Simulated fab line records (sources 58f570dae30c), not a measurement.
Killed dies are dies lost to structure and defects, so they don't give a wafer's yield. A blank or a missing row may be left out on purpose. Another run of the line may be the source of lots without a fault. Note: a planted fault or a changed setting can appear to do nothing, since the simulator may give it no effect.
Which tool was responsible? | flow berkeley cmos170 | 14 lots with 42 wafers sampled at 4 steps, on a route of 331 steps

## WHAT THE GAUGES SHOWED, per wafer
UCB170_NWELL_TW_MEAS_16. Usual: NWELL_TW typically reads 1254, with standard deviation 9.4.
lot  | measured    | on            | NWELL_TW       | flag
L636 | day 2 10:38 | film metro-02 | 1253 1253 1257 |
L638 | day 2 21:32 | film metro-02 | 1253 1250 1248 |
L637 | day 2 21:19 | film metro-03 | 1244 1246 1245 |
L639 | day 3 05:45 | film metro-02 | 1260 1256 1255 |
L641 | day 3 12:36 | film metro-02 | 1248 1259 1263 |
L642 | day 3 16:10 | film metro-02 | 1255 1260 1255 |
L645 | day 4 02:10 | film metro-02 | 1245 1247 1248 |
L653 | day 5 20:48 | film metro-03 | 1239 1243 1242 |
L655 | day 6 12:45 | film metro-02 | 1258 1258 1261 |
L656 | day 6 18:37 | film metro-02 | 1262 1261 1269 |
L657 | day 7 03:16 | film metro-02 | 1246 1255 1249 |
L659 | day 7 11:52 | film metro-01 | 1263 1268 1264 |

UCB170_GATE_CD_MEAS_90 targets a cd of 350 nm. Usual: 350.1 nm for cd nm, sd 1.4.
lot  | measured     | on        | cd nm (nm)        | flag
L636 | day 6 21:14  | cd sem-01 | 349.2 350.1 350.4 |
L638 | day 6 21:14  | cd sem-02 | 350.4 350.1 349.0 |
L637 | day 6 21:42  | cd sem-01 | 351.6 351.6 351.8 |
L639 | day 7 21:58  | cd sem-01 | 352.8 351.9 351.6 |
L641 | day 7 22:08  | cd sem-01 | 351.6 353.3 349.8 |
L642 | day 7 21:34  | cd sem-02 | 350.4 349.0 349.2 |
L645 | day 8 15:29  | cd sem-01 | 351.7 350.0 349.7 |
L653 | day 10 15:23 | cd sem-01 | 348.6 349.3 349.6 |
L655 | day 11 03:22 | cd sem-02 | 352.1 351.7 350.4 |
L656 | day 11 03:07 | cd sem-01 | 350.6 350.8 351.0 |
L657 | day 11 22:52 | cd sem-01 | 348.8 349.9 349.1 |
L659 | day 11 22:37 | cd sem-01 | 349.7 350.1 350.8 |

## EACH LOT AND THE TOOL THAT RAN IT (in order: tool; ch and the chambers of the sampled wafers; start)
lot  | UCB170_ZERO_ETCH_06               | UCB170_ZERO_STRIP_07
L636 | rie diel-01 ch 0,3, day 1 19:58   | plasma asher-01 ch 0,1, day 1 20:01
L638 | rie diel-01 ch 1,2,3, day 2 04:23 | plasma asher-02 ch 0,1, day 2 04:25
L637 | rie diel-02 ch 0,3, day 2 04:54   | plasma asher-03 ch 0,1, day 2 04:58
L639 | rie diel-02 ch 1,2, day 2 12:28   | plasma asher-03 ch 0,1, day 2 12:31
L641 | rie diel-04 ch 1,2,3, day 2 20:35 | plasma asher-03 ch 0,1, day 2 20:36
L642 | rie diel-01 ch 0,1,3, day 3 05:12 | plasma asher-01 ch 0,1, day 3 05:13
L643 | rie diel-01 ch 0,1,3, day 3 09:12 | plasma asher-03 ch 1, day 3 09:13
L644 | rie diel-04 ch 2,3, day 3 09:55   | plasma asher-01 ch 0, day 3 09:56
L645 | rie diel-01 ch 0,1,3, day 3 14:41 | plasma asher-03 ch 0,1, day 3 14:42
L653 | rie diel-01 ch 0,2,3, day 5 07:56 | plasma asher-01 ch 0,1, day 5 07:58
L655 | rie diel-04 ch 0,2,3, day 5 19:59 | plasma asher-02 ch 0,1, day 5 20:01
L656 | rie diel-01 ch 0,3, day 5 23:56   | plasma asher-02 ch 0,1, day 6 00:00
L657 | rie diel-02 ch 0,2, day 6 07:48   | plasma asher-01 ch 0,1, day 6 07:49
L659 | rie diel-04 ch 2,3, day 6 23:47   | plasma asher-03 ch 0, day 6 23:48
- UCB170_ZERO_ETCH_06: etches SiO2 in CHF3/CF4/Ar, time 12 s.
- UCB170_ZERO_STRIP_07: strips in O2.

## WHAT THE TOOLS THEMSELVES READ (means of the sampled wafers that have a number; where no wafer has one, the mark that the record gives instead)
UCB170_ZERO_ETCH_06. Usual: CHF3_flow_sccm 50.00 sccm, standard deviation 0.15; cf4 flow sccm 10.003 sccm, standard deviation 0.028; drypump motor current A 5.5 A, standard deviation 0.38; oes product au 0.617 a.u., standard deviation 0.0092; throttle valve pct 9.23 %, standard deviation 0.11.
lot  | tool        | CHF3_flow_sccm (sccm) | cf4 flow sccm (sccm) | drypump motor current A (A) | oes product au (a.u.) | throttle valve pct (%) | flag
L636 | rie diel-01 | 49.94                 | 10.028               | 5.0                         | 0.619                 | 9.26                   |
L638 | rie diel-01 | 50.16                 | 10.011               | 5.7                         | 0.620                 | 9.22                   |
L637 | rie diel-02 | 50.17                 | 9.996                | 5.6                         | 0.619                 | 9.24                   |
L639 | rie diel-02 | 49.96                 | 9.956                | 5.5                         | 0.613                 | 9.29                   |
L641 | rie diel-04 | 50.10                 | 9.993                | 5.7                         | 0.622                 | 9.19                   |
L642 | rie diel-01 | 50.00                 | 9.978                | 5.3                         | 0.618                 | 9.25                   |
L643 | rie diel-01 | -                     | -                    | -                           | -                     | -                      | OFF
L644 | rie diel-04 | -                     | -                    | -                           | -                     | -                      | OFF
L645 | rie diel-01 | 50.11                 | 10.024               | 5.3                         | 0.626                 | 9.25                   |
L653 | rie diel-01 | 49.96                 | 10.013               | 5.4                         | 0.613                 | 9.25                   |
L655 | rie diel-04 | 49.88                 | 10.017               | 5.7                         | 0.620                 | 9.16                   |
L656 | rie diel-01 | 50.01                 | 10.022               | 5.2                         | 0.618                 | 9.25                   |
L657 | rie diel-02 | 49.83                 | 9.994                | 5.3                         | 0.609                 | 9.24                   |
L659 | rie diel-04 | 50.09                 | 10.007               | 5.7                         | 0.625                 | 9.13                   |

UCB170_ZERO_STRIP_07. Usual: drypump motor current A 6.06 A, standard deviation 0.18; oes product au 0.727 a.u., standard deviation 0.0045; strip time to endpoint s 21.47 s, standard deviation 0.064.
lot  | tool            | drypump motor current A (A) | oes product au (a.u.) | strip time to endpoint s (s) | flag
L636 | plasma asher-01 | 6.15                        | 0.724                 | 21.46                        |
L638 | plasma asher-02 | 6.06                        | 0.727                 | 21.51                        |
L637 | plasma asher-03 | 5.97                        | 0.727                 | 21.47                        |
L639 | plasma asher-03 | 5.97                        | 0.730                 | 21.51                        |
L641 | plasma asher-03 | 5.97                        | 0.726                 | 21.41                        |
L642 | plasma asher-01 | 6.09                        | 0.728                 | 21.48                        |
L643 | plasma asher-03 | 5.98                        | 0.735                 | 21.71                        | OFF
L644 | plasma asher-01 | 5.96                        | 0.733                 | 21.62                        |
L645 | plasma asher-03 | 5.97                        | 0.731                 | 21.48                        |
L653 | plasma asher-01 | 6.14                        | 0.723                 | 21.46                        |
L655 | plasma asher-02 | 6.23                        | 0.727                 | 21.36                        |
L656 | plasma asher-02 | 6.06                        | 0.724                 | 21.37                        |
L657 | plasma asher-01 | 6.04                        | 0.727                 | 21.43                        |
L659 | plasma asher-03 | 5.96                        | 0.728                 | 21.44                        |

## THE ANSWER, worked out from the rows above alone
Rule: a lot counts as off when the mean over its wafers that have a number is more than 3 standard deviations away from the usual mean. A lot without any number at a reading at which 4 lots or more have one is off too. Where the step has rows for the other lots, those lots are counted as sound. Order of review: gauges by route order, followed by the tools' own readings, for which a lot's mean as printed above is used. At the first step where some lot is off, the reading lying furthest off is the one used; lots without a number count as furthest.
Off: L643, L644, at UCB170_ZERO_ETCH_06 (CHF3_flow_sccm). Without a number there: L643, L644.
If a tool, at that step or one of the process steps before it, ran each lot that is off and ran no sound lot following the first of them, it fits. No candidate that was tried fits.

## WHAT HAD BEEN PUT IN BY THE SIMULATOR
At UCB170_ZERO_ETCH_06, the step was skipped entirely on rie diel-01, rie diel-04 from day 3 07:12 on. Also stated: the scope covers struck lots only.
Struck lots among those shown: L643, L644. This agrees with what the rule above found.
